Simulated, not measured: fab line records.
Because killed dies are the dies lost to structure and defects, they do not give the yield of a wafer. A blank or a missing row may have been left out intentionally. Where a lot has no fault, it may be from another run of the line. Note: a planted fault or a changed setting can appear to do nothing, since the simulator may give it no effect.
Which tool is to blame? + flow berkeley_cmos170 + at 1 step of a route of 331, 14 lots with 42 wafers sampled

WHAT THE GAUGES SHOWED, per wafer
The record holds no reading of a measuring or inspecting step that can be judged against a usual standard deviation.

TOOL THAT RAN EACH LOT (tool first, then ch and the chambers of the sampled wafers, then the start)
| lot  | UCB170_NSD_DEVELOP_05             |
|------|-----------------------------------|
| L585 | litho_track-02 ch 0, day 7 02:00  |
| L582 | litho_track-04 ch 0, day 7 03:00  |
| L583 | litho_track-02 ch 0, day 7 03:00  |
| L586 | litho_track-03 ch 0, day 7 15:00  |
| L589 | litho_track-03 ch 0, day 8 20:00  |
| L591 | litho_track-03 ch 0, day 8 21:00  |
| L594 | litho_track-02 ch 0, day 9 05:00  |
| L595 | litho_track-03, day 9 12:00       |
| L596 | litho_track-02, day 9 17:00       |
| L600 | litho_track-04 ch 0, day 10 11:00 |
| L599 | litho_track-02 ch 0, day 10 11:00 |
| L602 | litho_track-03 ch 0, day 10 12:00 |
| L603 | litho_track-03 ch 0, day 11 10:00 |
| L604 | litho_track-04 ch 0, day 11 23:00 |
- UCB170_NSD_DEVELOP_05: develop time 45 s.

WHAT THE TOOLS THEMSELVES READ (means of the sampled wafers that have a number; where no wafer has one, the mark that the record gives instead)
UCB170_NSD_DEVELOP_05.
| lot  | tool           | chill_plate_temp_C (C) |
|------|----------------|------------------------|
| L585 | litho_track-02 | 22.94                  |
| L582 | litho_track-04 | 23.11                  |
| L583 | litho_track-02 | 22.99                  |
| L586 | litho_track-03 | 23.00                  |
| L589 | litho_track-03 | 22.98                  |
| L591 | litho_track-03 | 22.97                  |
| L594 | litho_track-02 | 22.99                  |
| L595 | litho_track-03 | -                      |
| L596 | litho_track-02 | -                      |
| L600 | litho_track-04 | 22.80                  |
| L599 | litho_track-02 | 22.89                  |
| L602 | litho_track-03 | 22.96                  |
| L603 | litho_track-03 | 22.94                  |
| L604 | litho_track-04 | 23.01                  |

THE ANSWER, worked out from the rows above alone
Rule: the lots themselves supply what counts as usual. The widest of any qualifying gaps counts: lots, ordered by their means at a reading, are off when they make up no more than a third of the lots, leave a main group of 4 or more, and stand apart from it by 3 or more times the standard deviation of that group's means. Not used: any main group whose means are identical at the precision the tables above print for the reading. A lot without any number at a reading at which 4 lots or more have one is off too. All remaining lots with rows at the step are treated as sound. The gauges are gone through in route order, then the tools' own readings, and for those a lot's mean is taken as printed above. The first step at which some lot is off is used, and at that step the reading that is off furthest; a lot without a number counts as furthest.
Off: L595, L596 (UCB170_NSD_DEVELOP_05, chill_plate_temp_C). Without a number there: L595, L596. Main group: mean 22.96 C, sd 0.071.
A tool fits if, at that step or a process step before it, it ran every lot that is off, and no sound lot after the first of them. None of those tried fits.

WHAT THE SIMULATOR HAD PUT IN
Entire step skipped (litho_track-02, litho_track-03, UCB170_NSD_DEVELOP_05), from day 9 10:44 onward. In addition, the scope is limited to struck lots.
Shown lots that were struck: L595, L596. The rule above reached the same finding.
